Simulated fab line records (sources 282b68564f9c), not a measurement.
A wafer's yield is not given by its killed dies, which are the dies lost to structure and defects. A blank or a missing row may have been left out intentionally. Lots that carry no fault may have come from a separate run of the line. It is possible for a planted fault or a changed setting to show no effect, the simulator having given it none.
A lot that was struck, set against a sound lot ; flow rit_cmos ; 21 steps out of a route of 202
Sound: wafers L930.2, L930.4, L930.5. Wafers struck: L941.1, L941.2, L941.4. The cause comes at the end.
Order at every step that has rows: each side's tool, ch and its chambers, its first start. Under that, the readings that differ: sound wafers ; struck wafers ; difference of the means ; sigmas: that difference in standard deviations of wafers without a fault.
alike: readings whose means differ by less than 2 such deviations, and words and numbers that are the same on both sides. not compared: withheld readings, readings that some wafer has no value for, bounds like >300 that may hide the same value, and numbers for which the record gives no deviation and whose values overlap.
A row with sigmas, a row that says differs or no value, or rows on one side alone: a step with any of these is where the two part. Numbers that have no deviation but don't overlap get no sigmas and don't part them. Lack of a reading on every wafer of one side parts them only where that side has two or more wafers.

RIT_PLDD_OVL_MEAS_06:
  sound: overlay-02 at day 3 00:17; struck: overlay-02 at day 5 10:21
reading;sound;struck;difference;sigmas
PLDD_OVL (nm);-2.1 -1.7 -2.5;1.1 0.0 2.1;+3.2;+3
then, 2 steps without rows for these wafers: RIT_PLDD_HARDBAKE_07 (time 60 s); RIT_PLDD_IMPLANT_08.
RIT_PLDD_STRIP_09: strips in O2, time 180 s.
  sound on plasma_asher-02 ch 0,1, day 3 00:37; struck on plasma_asher-03 ch 0,1, day 5 10:41
  alike: drypump_motor_current_A, o2_flow_sccm
  not compared: rf_hours_counter_h
RIT_PLDD_TW_MEAS_10:
  sound: film_metro-04 at day 3 00:49; struck: film_metro-01 at day 5 10:52
reading;sound;struck;difference;sigmas
PLDD_TW;2300 2311 2306;2393 2386 2387;+83;+2
then, 4 steps without rows for these wafers: RIT_SPACER_CLEAN_00 (cleans in SC1, time 600 s); RIT_SPACER_CLEAN_01 (cleans in dHF, time 30 s); RIT_SPACER_CLEAN_02 (cleans in SC2, time 600 s); RIT_SPACER_CVD_03 (deposits Si3N4 from SiH2Cl2/NH3, target thk 250 nm, time 3300 s).
RIT_SPACER_THK_MEAS_04:
  sound: film_metro-01 at day 3 05:16; struck: film_metro-02 at day 5 14:52
reading;sound;struck;difference;sigmas
SPACER_NITRIDE_THK (nm);247.7 248.9 248.8;254.1 254.2 251.7;+4.9;+2
RIT_SPACER_ETCHBACK_05: etches Si3N4 in SF6/CHF3, stops on SiO2, target depth 250 nm, time 240 s.
  sound on rie_diel-02 ch 0,1,3, day 3 05:19; struck on rie_diel-04 ch 1,3, day 5 14:56
  alike: drypump_motor_current_A, oes_product_au, throttle_valve_pct
  not compared: rf_hours_counter_h
then, 1 step without rows for these wafers: RIT_NSD_HMDS_00 (prime time 60 s).
RIT_NSD_COAT_01: resist thk 1000 nm.
  sound on litho_track-04 ch 0, day 3 05:41; struck on litho_track-03 ch 0, day 5 15:14
reading;sound;struck;difference;sigmas
model.NOVOLAK_of_NSD_COAT_01.thk_nm (nm);1001 999.3 1001;808.5 809 808.3;-191.8;
then, 4 steps without rows for these wafers: RIT_NSD_SOFTBAKE_02 (time 60 s); RIT_NSD_EXPOSE_03 (exposes mask M9, target cd 40700 nm); RIT_NSD_PEB_04; RIT_NSD_DEVELOP_05 (develop time 50 s).
RIT_NSD_OVL_MEAS_06:
  sound: overlay-02 at day 3 06:22; struck: overlay-01 at day 5 16:03
  alike: NSD_OVL
RIT_NSD_HARDBAKE_07: time 60 s.
  sound on litho_track-02 ch 0, day 3 06:25; struck on litho_track-04 ch 0, day 5 16:05
reading;sound;struck;difference;sigmas
model.NOVOLAK_of_NSD_COAT_01.thk_nm (nm);886.8 885 886.5;717.4 717.8 717.2;-168.6;
after that, 1 step had no rows for these wafers: RIT_NSD_IMPLANT_08.
RIT_M1_PROBE_99:
  sound: prober-02 at day 3 16:22; struck: prober-01 at day 6 02:38
  alike: killed_at_M0_to_M3, killed_at_contacts, killed_at_front_end, killed_dies, killed_open, killed_short

== WHERE THEY PART ==
First at RIT_PLDD_OVL_MEAS_06; last, within this record, at RIT_SPACER_THK_MEAS_04. Later steps at which nothing parts them and some readings are alike: RIT_SPACER_ETCHBACK_05, RIT_NSD_OVL_MEAS_06, RIT_M1_PROBE_99.

WHY: the cause the simulator had injected
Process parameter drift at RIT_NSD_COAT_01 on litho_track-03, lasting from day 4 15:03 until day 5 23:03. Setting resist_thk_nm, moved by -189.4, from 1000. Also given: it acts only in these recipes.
